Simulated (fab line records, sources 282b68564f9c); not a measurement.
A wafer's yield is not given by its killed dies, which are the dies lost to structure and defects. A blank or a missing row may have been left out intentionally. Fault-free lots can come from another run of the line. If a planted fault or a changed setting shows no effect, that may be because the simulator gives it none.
Code-filled problem report in 8D (eight disciplines) form	flow rit cmos	the parts of the form that need people (team, actions taken, sign-off) are left out

== 1. WHAT IS WRONG ==
At RIT_GATE_COAT_11, spin speed rpm averages 4068 rpm over 6 wafers from 2 lots, while fault-free wafers read 4250 rpm, standard deviation 3. That puts it -60 standard deviations away from the usual mean.
The step: resist thk 850 nm.
First observed at day 3 07:20: wafer L496.1, on litho track-03. The record holds 42 wafers of 14 lots with a number at this step. By rule, "out" or "out of limits" means more than 4 standard deviations away from the usual mean. The rest of the wafers with a number are treated as sound.

== 2. WHAT IT IS AND WHAT IT IS NOT ==
question	is	is not
which readings at this step	spin speed rpm	-
which lots	L496, L497	L495, L499, L503, L504, L506, L507, L510, L511, L512, L513, L514, L515
which wafers of those lots	all that have a number	-
read on which tools	litho track-03	litho track-01, litho track-04
when	from day 3 07:20	up to then (3 sound wafers); but 33 sound wafers of L499, L503, L504, L506, L507, L510, L511, L512, L513, L514, L515 came after

== 3. WHAT RULES OUT EACH SUSPECT ==
Counting: any tool at a process step up to the reading is kept as a suspect provided that every lot that is out went through it and no sound lot did after the first of them.
- litho track-03 at RIT_GATE_COAT_11 (resist thk 850 nm): ruled out as a lasting fault. The sound lots L514, L515 went through it after L496, its earliest lot that is out (day 3 07:20).
Left after counting: nothing in the record.

== 4. THE CAUSE (what the simulator had put in) ==
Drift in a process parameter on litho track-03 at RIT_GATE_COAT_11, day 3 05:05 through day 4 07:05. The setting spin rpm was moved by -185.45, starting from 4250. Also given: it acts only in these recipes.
Counting ruled it out, wrongly.

== 5. SEQUENCE OF EFFECTS, ordered by route ==
Each row: a reading whose mean over the struck wafers that have a number lies more than 3 standard deviations from the usual. Scope: only readings with a usual standard deviation given in the record; hours: median across lots of the time from each lot's start at the first step in this table that gives one to its start at this step; sigmas: change in usual standard deviations.
hours	step	reading	usual	on struck wafers	change	sigmas
0	RIT_GATE_COAT_11	spin speed rpm	4250 rpm	4068	-182	-60
The process steps in it:
- RIT_GATE_COAT_11: resist thk 850 nm.

== 6. WHAT WOULD HAVE CAUGHT IT SOONER ==
In this record no reading fell out of limits until day 3 07:20, 2 hours after the fault had begun at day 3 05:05.
